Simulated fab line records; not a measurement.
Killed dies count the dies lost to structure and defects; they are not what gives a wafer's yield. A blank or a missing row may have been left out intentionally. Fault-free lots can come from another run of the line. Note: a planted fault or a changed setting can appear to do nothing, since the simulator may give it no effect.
fab line records	flow berkeley-cmos170
[record] lots = 5	wafers = 15	last-day = 12
route steps=331 shown PFIELD@81 FIELD@89 SACOX@97 SCREENOX@100 NVT@104
lots untouched by any fault: they come from a run of this same line in which no faults occurred
start-h: hours from the record's opening day to when the first of the lot's shown wafers began	wait-h: hours elapsed since this lot's preceding step	" the same as in the row above	L1.1+2: several wafers, shown together as one row	- no value, or no start given	* or withheld: withheld	< > ~ a bound
route shown NAME@n: a module of which the file shows steps, and the number in the route of the first	usual: mean/standard deviation taken from wafers without a fault	same: alike in all rows	chamber/n: place in a boat	sites: each site's reading	_std_site: their standard deviation	_edge_site: the outer-site mean with the inner-site mean subtracted	radius-mm: for every site, how far away it sits from the centre of the wafer	mask NAME#n: copy n	behind: the last tool/chamber to shape the wafer	hold: why the lot was held/for how many hours/how that ended	device: whichever transistor did not switch (one of n, p or np)	end of line: at the end of the route, the tests of the same wafers	for a step that has no rows: nothing shown but its recipe	killed: the dies lost at the first sort to structure and to defects; this is not the yield of the wafer	map: the dies of a wafer, with x for killed, . for not killed, _ for no die there
set.NAME: the setting that was run; set.NAME@STEP: the one run at that earlier step	model.NAME: the simulator's own value behind a step, which no gauge read
lots seen at some steps along the route; tables by step, rows by wafer
services: when a tool's chamber went out of use (start-h, in hours from the record's first day, below 0 if earlier), for how many hours, and the reason
[[steps]]
[step UCB170_PFIELD_SOFTBAKE_02]
[recipe] resist = KrF	temp-c = 130	time-s = 60
[same] time-s = 60
lot.wafer	tool	chamber	start-h	wait-h
L076.2+5+6	litho-track-03	0	109.16	0.1
L079.2+4+6	litho-track-03	0	113.89	0.1
L080.2+3+5	litho-track-03	0	131.68	0.1
L092.2+3+6	litho-track-02	0	184.10	0.1
L095.1+2+5	litho-track-04	0	198.47	0.1
[step UCB170_PFIELD_EXPOSE_03]
[recipe] mask-id = PFIELD	na = 0.5	sigma-outer = 0.6	source-shape = conventional	target-cd-nm = 1500	dose-mj = 30
[usual] reticle-temp-C = 23.01/0.096
lot.wafer	tool	chamber	start-h	wait-h	mask	reticle-temp-C
L076.2	krf-scanner-02	0	109.43	0.2	PFIELD#0	23.11
L076.5	"	0	"	"	PFIELD#0	23.09
L076.6	"	0	"	"	PFIELD#0	23.12
L079.2	krf-scanner-01	0	114.16	0.2	PFIELD#0	23.07
L079.4	"	0	"	"	PFIELD#0	23.00
L079.6	"	0	"	"	PFIELD#0	22.93
L080.2	krf-scanner-02	0	131.95	0.2	PFIELD#0	23.09
L080.3	"	0	"	"	PFIELD#0	22.96
L080.5	"	0	"	"	PFIELD#0	23.00
L092.2	krf-scanner-02	0	184.37	0.2	PFIELD#0	22.96
L092.3	"	0	"	"	PFIELD#0	23.05
L092.6	"	0	"	"	PFIELD#0	23.06
L095.1	krf-scanner-01	0	198.75	0.2	PFIELD#0	23.09
L095.2	"	0	"	"	PFIELD#0	23.00
L095.5	"	0	"	"	PFIELD#0	23.06
[step UCB170_PFIELD_PEB_04]
[recipe] peb-temp-c = 130	peb-time-s = withheld	resist = KrF
lot.wafer	tool	chamber	start-h	wait-h
L076.2+5+6	litho-track-03	0	110.04	0.6
L079.2+4+6	litho-track-03	0	114.31	0.1
L080.2+3+5	litho-track-02	0	132.10	0.1
L092.2+3+6	litho-track-03	0	184.49	0.1
L095.1+2+5	litho-track-03	0	198.97	0.2
[step UCB170_PFIELD_DEVELOP_05]
[recipe] developer = TMAH	develop-time-s = 45	resist = KrF	dev-temp-c = 21
lot.wafer	tool	chamber	start-h	wait-h
L076.2+5+6	litho-track-03	0	-	-
L079.2+4+6	litho-track-03	0	-	-
L080.2+3+5	litho-track-02	0	-	-
L092.2+3+6	litho-track-03	0	-	-
L095.1+2+5	litho-track-03	0	-	-
[step UCB170_PFIELD_OVL_MEAS_06]
[usual] PFIELD_OVL = 1/5.6
lot.wafer	tool	chamber	start-h	wait-h	PFIELD_OVL[nm]
L076.2	overlay-02	-	110.29	-	3
L076.5	"	-	"	"	-9
L076.6	"	-	"	"	1
L079.2	overlay-02	-	114.57	-	4
L079.4	"	-	"	"	5
L079.6	"	-	"	"	3
L080.2	overlay-01	-	132.36	-	2
L080.3	"	-	"	"	1
L080.5	"	-	"	"	2
L092.2	overlay-01	-	184.75	-	-7
L092.3	"	-	"	"	-2
L092.6	"	-	"	"	-5
L095.1	overlay-02	-	199.24	-	3
L095.2	"	-	"	"	-3
L095.5	"	-	"	"	3
[step UCB170_PFIELD_IMPLANT_07]
[recipe] species = B	dose-cm2 = 2e+13	energy-kev = 80	tilt-deg = 7
lot.wafer	tool	chamber	start-h	wait-h
L076.2+5+6	implanter-03	0	110.35	0.0
L079.2+4+6	implanter-01	0	114.62	0.0
L080.2+3+5	implanter-04	0	132.41	0.0
L092.2+3+6	implanter-04	0	184.81	0.0
L095.1+2+5	implanter-01	0	199.28	0.0
[step UCB170_PFIELD_STRIP_08]
[recipe] chemistry = O2	power-w = 400	pressure-mtorr = 3500	platen-temp-c = withheld	o2-flow-sccm = 400	overash-fraction = 0.5
[usual] drypump-motor-current-A = 5.9/0.4	o2-flow-sccm = 399.9/1.2	oes-product-au = 0.734/0.0045	strip-time-to-endpoint-s = 21.64/0.056
lot.wafer	tool	chamber	start-h	wait-h	drypump-motor-current-A	o2-flow-sccm	oes-product-au	rf-hours-counter-h	strip-time-to-endpoint-s
L076.2	plasma-asher-01	1	110.47	0.1	6.3	400.3	0.735	40	21.60
L076.5	"	1	"	"	6.3	399.5	0.739	-	21.65
L076.6	"	0	"	"	6.1	400.8	0.732	-	21.69
L079.2	plasma-asher-01	1	114.75	0.1	6.2	400.8	0.738	41	21.63
L079.4	"	1	"	"	6.3	402.0	0.734	-	21.63
L079.6	"	1	"	"	6.3	400.8	0.732	-	21.56
L080.2	plasma-asher-02	0	132.54	0.1	6.3	399.0	0.735	1	21.62
L080.3	"	0	"	"	6.3	398.3	0.734	-	21.65
L080.5	"	0	"	"	6.3	398.6	0.734	-	21.64
L092.2	plasma-asher-03	0	184.93	0.1	5.8	398.5	0.731	49	21.72
L092.3	"	0	"	"	5.8	401.1	0.734	-	21.64
L092.6	"	0	"	"	5.8	400.3	0.739	-	21.66
L095.1	plasma-asher-01	1	199.43	0.1	6.2	400.1	0.738	50	21.63
L095.2	"	0	"	"	6.1	398.7	0.738	50	21.67
L095.5	"	1	"	"	6.2	400.1	0.733	-	21.68
[step UCB170_PFIELD_TW_MEAS_09]
[usual] PFIELD_TW = 601/7.1
lot.wafer	tool	chamber	start-h	wait-h	PFIELD_TW
L076.2	film-metro-02	-	110.58	0.1	594
L076.5	"	-	"	"	594
L076.6	"	-	"	"	597
L079.2	film-metro-03	-	114.86	0.1	606
L079.4	"	-	"	"	605
L079.6	"	-	"	"	605
L080.2	film-metro-01	-	132.67	0.1	601
L080.3	"	-	"	"	599
L080.5	"	-	"	"	600
L092.2	film-metro-01	-	185.04	0.1	597
L092.3	"	-	"	"	599
L092.6	"	-	"	"	599
L095.1	film-metro-03	-	199.53	0.1	610
L095.2	"	-	"	"	608
L095.5	"	-	"	"	612
[step UCB170_FIELD_CLEAN_00]
[recipe] chemistry = dHF	dilution = 25:1	time-s = 7.5
[same] time-s = 7.5
lot.wafer	tool	chamber	start-h	wait-h
L076.2+5+6	wet-bench-02	1	110.63	0.0
L079.2+4+6	wet-bench-02	2	114.91	0.0
L080.2+3+5	wet-bench-01	2	132.87	0.2
L092.2+3+6	wet-bench-01	0	185.09	0.0
L095.1+2+5	wet-bench-01	0	199.59	0.1
[step UCB170_FIELD_OXIDATION_01]
[recipe] temp-c = 1000	ambient = H2O	p-h2o-torr = 584.62	target-thk-a = 5583	ox-time-s = 7200
[usual] ox-temp-c = 1000.0/0.42	zone-power-load-pct = 32.3/1.4
lot.wafer	tool	chamber	start-h	wait-h	ox-temp-c	zone-power-load-pct
L076.2	furnace-01	0	113.67	3.0	999.4	33.6
L076.5	"	0	"	"	1000.2	33.9
L076.6	"	0	"	"	1000.1	34.3
L079.2	furnace-04	0	119.79	4.9	999.5	30.5
L079.4	"	0	"	"	999.6	30.9
L079.6	"	0	"	"	1000.7	30.1
L080.2	furnace-01	0	138.27	5.4	1000.0	33.9
L080.3	"	0	"	"	1000.4	34.7
L080.5	"	0	"	"	999.7	33.6
L092.2	furnace-02	0	189.22	4.1	1000.3	31.3
L092.3	"	0	"	"	1000.8	31.9
L092.6	"	0	"	"	1000.2	31.0
L095.1	furnace-02	0	203.42	3.8	999.7	31.9
L095.2	"	0	"	"	1000.5	31.6
L095.5	"	0	"	"	1000.1	31.0
[step UCB170_FIELD_THK_MEAS_02]
[recipe] reads = SiO2_of_FIELD_OXIDATION_01
[usual] FIELD_OXIDE_THK = 556/9
lot.wafer	tool	chamber	start-h	wait-h	FIELD_OXIDE_THK[nm]
L076.2	film-metro-04	-	116.68	0.0	547
L076.5	"	-	"	"	560
L076.6	"	-	"	"	560
L079.2	film-metro-04	-	122.80	0.0	541
L079.4	"	-	"	"	536
L079.6	"	-	"	"	537
L080.2	film-metro-03	-	141.28	0.0	564
L080.3	"	-	"	"	559
L080.5	"	-	"	"	577
L092.2	film-metro-01	-	192.23	0.0	554
L092.3	"	-	"	"	553
L092.6	"	-	"	"	552
L095.1	film-metro-04	-	206.48	0.1	536
L095.2	"	-	"	"	539
L095.5	"	-	"	"	537
[step UCB170_FIELD_ANNEAL_03]
[recipe] temp-c = 1000	time-s = 1200	ambient = N2
[usual] zone-power-load-pct = 31.9/1.6
[same] time-s = 1200
lot.wafer	tool	chamber	start-h	wait-h	zone-power-load-pct
L076.2	furnace-01	0	122.27	5.6	34.3
L076.5	"	0	"	"	34.2
L076.6	"	0	"	"	33.9
L079.2	furnace-01	0	126.10	3.3	34.4
L079.4	"	0	"	"	34.6
L079.6	"	0	"	"	33.6
L080.2	furnace-04	0	147.07	5.8	30.5
L080.3	"	0	"	"	30.6
L080.5	"	0	"	"	30.8
L092.2	furnace-01	0	195.50	3.3	34.1
L092.3	"	0	"	"	34.5
L092.6	"	0	"	"	33.7
L095.1	furnace-04	0	209.50	3.0	30.6
L095.2	"	0	"	"	31.0
L095.5	"	0	"	"	30.5
[step UCB170_FIELD_WET_ETCH_04]
[recipe] chemistry = dHF	dilution = 10:1	target = SiO2	temp-c = 25	time-s = 60
[same] time-s = 60
lot.wafer	tool	chamber	start-h	wait-h
L076.2+5+6	wet-bench-01	3	123.60	0.0
L079.2+4+6	wet-bench-03	1	127.44	0.0
L080.2+3+5	wet-bench-01	3	148.41	0.0
L092.2+3+6	wet-bench-01	1	196.84	0.0
L095.1+2+5	wet-bench-01	1	210.94	0.1
[step UCB170_FIELD_WET_ETCH_05]
[recipe] chemistry = H3PO4	target = Si3N4	temp-c = 160	time-s = 12600
[same] time-s = 12600
lot.wafer	tool	chamber	start-h	wait-h
L076.2+5+6	wet-bench-03	0	123.63	0.0
L079.2+4+6	wet-bench-03	1	127.46	0.0
L080.2+3+5	wet-bench-01	0	148.43	0.0
L092.2+3+6	wet-bench-03	1	197.00	0.1
L095.1+2+5	wet-bench-01	0	210.97	0.0
[step UCB170_FIELD_WET_ETCH_06]
[recipe] chemistry = BOE	dilution = 5:1	target = SiO2	temp-c = 25	time-s = 22
[same] time-s = 22
lot.wafer	tool	chamber	start-h	wait-h
L076.2+5+6	wet-bench-01	2	127.14	0.0
L079.2+4+6	wet-bench-01	0	131.08	0.1
L080.2+3+5	wet-bench-01	1	151.94	0.0
L092.2+3+6	wet-bench-03	1	200.51	0.0
L095.1+2+5	wet-bench-01	1	214.48	0.0
[step UCB170_FIELD_THK_MEAS_90]
[recipe] reads = SiO2_of_FIELD_OXIDATION_01
[usual] FIELD_OXIDE_LEFT_1_THK = 439/9
lot.wafer	tool	chamber	start-h	wait-h	FIELD_OXIDE_LEFT_1_THK[nm]
L076.2	film-metro-03	-	127.16	0.0	430
L076.5	"	-	"	"	443
L076.6	"	-	"	"	444
L079.2	film-metro-04	-	131.11	0.0	425
L079.4	"	-	"	"	420
L079.6	"	-	"	"	422
L080.2	film-metro-01	-	151.96	0.0	448
L080.3	"	-	"	"	442
L080.5	"	-	"	"	460
L092.2	film-metro-04	-	200.54	0.0	436
L092.3	"	-	"	"	434
L092.6	"	-	"	"	434
L095.1	film-metro-03	-	214.49	0.0	419
L095.2	"	-	"	"	422
L095.5	"	-	"	"	420
[step UCB170_SACOX_CLEAN_00]
[recipe] chemistry = dHF	dilution = 25:1	time-s = 7.5
[same] time-s = 7.5
lot.wafer	tool	chamber	start-h	wait-h
L076.2+5+6	wet-bench-04	3	127.21	0.0
L079.2+4+6	wet-bench-01	2	131.27	0.2
L080.2+3+5	wet-bench-04	1	152.01	0.0
L092.2+3+6	wet-bench-03	1	200.59	0.0
L095.1+2+5	wet-bench-01	2	214.55	0.1
[step UCB170_SACOX_OXIDATION_01]
[recipe] temp-c = 900	ambient = O2	target-thk-a = 144	ox-time-s = 2400
[usual] ox-temp-c = 900.0/0.35	zone-power-load-pct = 24.9/1.3
lot.wafer	tool	chamber	start-h	wait-h	ox-temp-c	zone-power-load-pct
L076.2	furnace-01	0	130.94	3.7	900.3	26.7
L076.5	"	0	"	"	899.6	26.7
L076.6	"	0	"	"	899.9	26.7
L079.2	furnace-01	0	135.10	3.8	900.1	26.3
L079.4	"	0	"	"	899.9	26.5
L079.6	"	0	"	"	899.9	27.0
L080.2	furnace-04	0	155.99	4.0	900.0	23.8
L080.3	"	0	"	"	899.9	23.9
L080.5	"	0	"	"	899.7	23.7
L092.2	furnace-04	0	204.83	4.2	899.8	23.6
L092.3	"	0	"	"	900.0	23.6
L092.6	"	0	"	"	900.0	23.9
L095.1	furnace-04	0	218.68	4.1	900.5	23.7
L095.2	"	0	"	"	900.8	24.0
L095.5	"	0	"	"	900.6	24.1
[step UCB170_SACOX_THK_MEAS_02]
[recipe] reads = SiO2_of_SACOX_OXIDATION_01
[usual] SACOX_OXIDE_THK = 14.38/0.22
lot.wafer	tool	chamber	start-h	wait-h	SACOX_OXIDE_THK[nm]
L076.2	film-metro-01	-	132.61	0.0	14.93
L076.5	"	-	"	"	14.77
L076.6	"	-	"	"	14.62
L079.2	film-metro-04	-	136.78	0.0	14.57
L079.4	"	-	"	"	14.83
L079.6	"	-	"	"	14.52
L080.2	film-metro-02	-	157.67	0.0	14.52
L080.3	"	-	"	"	14.44
L080.5	"	-	"	"	14.32
L092.2	film-metro-01	-	206.51	0.0	14.23
L092.3	"	-	"	"	14.26
L092.6	"	-	"	"	14.16
L095.1	film-metro-01	-	220.41	0.1	14.42
L095.2	"	-	"	"	14.12
L095.5	"	-	"	"	14.52
[step UCB170_SCREENOX_WET_ETCH_00]
[recipe] chemistry = dHF	dilution = 25:1	target = SiO2	temp-c = 25	time-s = 200
[same] time-s = 200
lot.wafer	tool	chamber	start-h	wait-h
L076.2+5+6	wet-bench-04	0	132.66	0.0
L079.2+4+6	wet-bench-01	2	136.83	0.0
L080.2+3+5	wet-bench-01	3	157.81	0.1
L092.2+3+6	wet-bench-02	0	206.56	0.0
L095.1+2+5	wet-bench-01	0	220.65	0.2
[step UCB170_SCREENOX_OXIDATION_01]
[recipe] temp-c = 900	ambient = O2	target-thk-a = 144	ox-time-s = 2400
[usual] ox-temp-c = 900.0/0.37	zone-power-load-pct = 25.2/0.99
lot.wafer	tool	chamber	start-h	wait-h	ox-temp-c	zone-power-load-pct
L076.2	furnace-02	0	137.92	5.2	899.7	25.0
L076.5	"	0	"	"	900.3	24.9
L076.6	"	0	"	"	900.2	25.2
L079.2	furnace-02	0	137.92	1.0	899.7	24.6
L079.4	"	0	"	"	900.1	24.8
L079.6	"	0	"	"	900.2	25.0
L080.2	furnace-01	0	161.00	3.1	900.0	26.6
L080.3	"	0	"	"	900.0	26.5
L080.5	"	0	"	"	899.8	26.9
L092.2	furnace-01	0	210.47	3.8	899.5	26.5
L092.3	"	0	"	"	900.1	26.7
L092.6	"	0	"	"	899.5	27.0
L095.1	furnace-02	0	225.03	4.3	899.9	25.0
L095.2	"	0	"	"	899.7	24.8
L095.5	"	0	"	"	899.9	24.9
[step UCB170_SCREENOX_THK_MEAS_02]
[recipe] reads = SiO2_of_SCREENOX_OXIDATION_01
[usual] SCREENOX_OXIDE_THK = 14.33/0.23
lot.wafer	tool	chamber	start-h	wait-h	SCREENOX_OXIDE_THK[nm]
L076.2	film-metro-03	-	139.62	0.0	14.03
L076.5	"	-	"	"	14.21
L076.6	"	-	"	"	14.07
L079.2	film-metro-04	-	139.65	0.1	14.19
L079.4	"	-	"	"	14.08
L079.6	"	-	"	"	13.82
L080.2	film-metro-03	-	162.68	0.0	14.41
L080.3	"	-	"	"	14.11
L080.5	"	-	"	"	14.21
L092.2	film-metro-03	-	212.15	0.0	14.23
L092.3	"	-	"	"	14.19
L092.6	"	-	"	"	14.17
L095.1	film-metro-03	-	226.70	0.0	14.63
L095.2	"	-	"	"	14.43
L095.5	"	-	"	"	14.62
[step UCB170_SCREENOX_ANNEAL_03]
[recipe] temp-c = 900	time-s = 900	ambient = N2
[usual] zone-power-load-pct = 25.4/1.2
[same] time-s = 900
lot.wafer	tool	chamber	start-h	wait-h	zone-power-load-pct
L076.2	furnace-01	0	143.97	4.3	27.0
L076.5	"	0	"	"	26.1
L076.6	"	0	"	"	26.6
L079.2	furnace-01	0	143.97	4.3	27.0
L079.4	"	0	"	"	26.7
L079.6	"	0	"	"	26.8
L080.2	furnace-01	0	165.42	2.7	26.5
L080.3	"	0	"	"	26.3
L080.5	"	0	"	"	26.6
L092.2	furnace-04	0	216.18	4.0	23.7
L092.3	"	0	"	"	23.9
L092.6	"	0	"	"	24.0
L095.1	furnace-04	0	229.05	2.3	23.8
L095.2	"	0	"	"	23.8
L095.5	"	0	"	"	24.3
[step UCB170_NVT_HMDS_00]
[recipe] prime-time-s = 60	prime-temp-c = 100
lot.wafer	tool	chamber	start-h	wait-h
L076.2+5+6	litho-track-02	0	145.24	0.0
L079.2+4+6	litho-track-01	0	145.69	0.5
L080.2+3+5	litho-track-01	0	167.31	0.6
L092.2+3+6	litho-track-01	0	217.80	0.4
L095.1+2+5	litho-track-04	0	230.81	0.5
[[services]]
tool	chamber	start-h	hours	kind
implanter-04	-	91.60	3.2	repair
plasma-asher-03	-	97.82	3.0	repair
krf-scanner-02	-	100.57	3.6	pm
plasma-asher-02	-	108.75	9.0	pm
wet-bench-02	-	113.35	0.8	repair
implanter-01	-	115.61	3.5	repair
implanter-01	-	123.05	0.6	repair
plasma-asher-03	-	127.12	1.0	repair
wet-bench-02	-	132.67	4.4	pm
krf-scanner-01	-	142.26	0.8	pm
krf-scanner-01	-	145.41	0.4	repair
furnace-04	-	148.41	3.5	pm
krf-scanner-01	-	151.59	4.0	pm
krf-scanner-01	-	157.13	1.9	repair
krf-scanner-02	-	163.28	1.3	pm
furnace-04	-	168.59	3.6	pm
furnace-01	-	170.94	3.6	pm
implanter-01	-	172.21	1.2	repair
implanter-03	-	201.86	1.8	repair
krf-scanner-02	-	206.91	2.4	repair
krf-scanner-02	-	210.05	1.0	pm
implanter-04	-	212.82	1.5	repair
furnace-02	-	214.27	7.2	repair
furnace-02	-	221.52	3.5	pm
[[key]]
fault none
